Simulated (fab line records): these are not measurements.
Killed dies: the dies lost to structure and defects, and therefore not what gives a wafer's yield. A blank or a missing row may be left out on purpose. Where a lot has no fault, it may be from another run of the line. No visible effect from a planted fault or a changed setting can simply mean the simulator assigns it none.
Lot-split experiment    flow rit_cmos    route with 202 steps; 5 lots, 23 wafers read

== THE SPLIT ==
At RIT_ACTIVE_COAT_06 (resist thk 1000 nm), the setting resist_thk_nm was moved away from the recipe's 1000 nm on 7 of the 23 wafers read, by -3.5% to -2.4%. All remaining wafers had this setting at the recipe value.

== FROM THE SPLIT TO THE READING: what the file shows between them, 3 steps ==
- RIT_ACTIVE_SOFTBAKE_07: time 60 s
- RIT_ACTIVE_EXPOSE_08: exposes mask M1, target cd 1400 nm
- RIT_ACTIVE_DEVELOP_10: develop time 52.45 s

== THE READING ==
NOVOLAK_of_ACTIVE_COAT_06.thk_nm (the simulator's own value, which no gauge read), in nm, at RIT_ACTIVE_HARDBAKE_12 (time 60 s). No usual value for it is given in the file. Average 884.7 nm, standard deviation 3.4 nm, over the 16 wafers here run with the recipe.

wafer   tool, chamber at the split  resist_thk_nm as run, nm  against the recipe  NOVOLAK_of_ACTIVE_COAT_06.thk_nm, nm  against lot-mates on the recipe
L076.1  litho_track-03, 0           1000                      recipe              887.1                                 -
L076.3  litho_track-03, 0           1000                      recipe              884.5                                 -
L076.6  litho_track-03, 0           1000                      recipe              886.6                                 -
L079.1  litho_track-02, 0           1000                      recipe              889.1                                 -
L079.2  litho_track-02, 0           1000                      recipe              889                                   -
L079.4  litho_track-02, 0           1000                      recipe              888.8                                 -
L079.5  litho_track-02, 0           1000                      recipe              885.3                                 -
L079.6  litho_track-02, 0           1000                      recipe              889.9                                 -
L081.1  litho_track-03, 0           975.4                     -2.5%               863.1                                 -20.8
L081.2  litho_track-03, 0           1000                      recipe              883.6                                 -
L081.3  litho_track-03, 0           975.4                     -2.5%               862.6                                 -21.3
L081.4  litho_track-03, 0           1000                      recipe              884.2                                 -
L081.5  litho_track-03, 0           975.4                     -2.5%               864.2                                 -19.7
L084.1  litho_track-02, 0           975.5                     -2.4%               861.2                                 -18.5
L084.2  litho_track-02, 0           975.5                     -2.4%               858.1                                 -21.6
L084.3  litho_track-02, 0           1000                      recipe              879.9                                 -
L084.5  litho_track-02, 0           1000                      recipe              880                                   -
L084.6  litho_track-02, 0           1000                      recipe              879.1                                 -
L085.2  litho_track-04, 0           1000                      recipe              883.3                                 -
L085.3  litho_track-04, 0           1000                      recipe              883.5                                 -
L085.4  litho_track-04, 0           964.7                     -3.5%               854.4                                 -28.4
L085.5  litho_track-04, 0           1000                      recipe              881.7                                 -
L085.6  litho_track-04, 0           964.7                     -3.5%               853                                   -29.8

FIT RESULTS
A straight line over all 23 wafers: NOVOLAK_of_ACTIVE_COAT_06.thk_nm changes by +9.06 nm for each +1% of resist_thk_nm; r = +0.97; the points scatter about the line by 3.2 nm.
The same after taking each lot's own level away (the mean of its wafers on the recipe; 23 wafers): +8.27 nm for each +1%; r = +1.00; scatter 1.1 nm.
That fit puts the effect of the largest move of resist_thk_nm on the reading at 29 nm.
Measured against the standard deviation above, the lots' own levels, which go from 879.67 to 888.42 nm, span 2.6 times it.
The two slopes agree, so the slope changes little with the lot-to-lot level.
Check: for one of the wafers moved furthest among these (-3.5%), held out of the fit, the line's prediction against its lot-mates is -29.4 nm. Against them it came out at -28.4 nm.

== ADDITIONAL SPLITS CARRIED BY THESE WAFERS ==
Before the reading, these wafers also passed through other splits. Each is held against what the fit with the lots' levels taken away leaves over:
other split on the same wafers    wafers away from the commonest value  r with NOVOLAK_of_ACTIVE_COAT_06.thk_nm (lot level and that fit taken away)
RIT_ACTIVE_CVD_03 pressure_mtorr  15                                    +0.05

== THE WHOLE CHAIN: every reading that the file lists as answering this split, in the file's order ==
step                    what it does        reading                                                                            change (the file's fit)               r (the file's)
RIT_ACTIVE_COAT_06      resist thk 1000 nm  NOVOLAK_of_ACTIVE_COAT_06.thk_nm (the simulator's own value, which no gauge read)  +9.44 nm for each +1% of the setting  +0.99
RIT_ACTIVE_HARDBAKE_12  time 60 s           NOVOLAK_of_ACTIVE_COAT_06.thk_nm (the simulator's own value, which no gauge read)  +8.27 nm for each +1% of the setting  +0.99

== FILE'S OWN FIT ==
NOVOLAK_of_ACTIVE_COAT_06.thk_nm changes by +8.27 nm for each +1% of resist_thk_nm, r = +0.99.
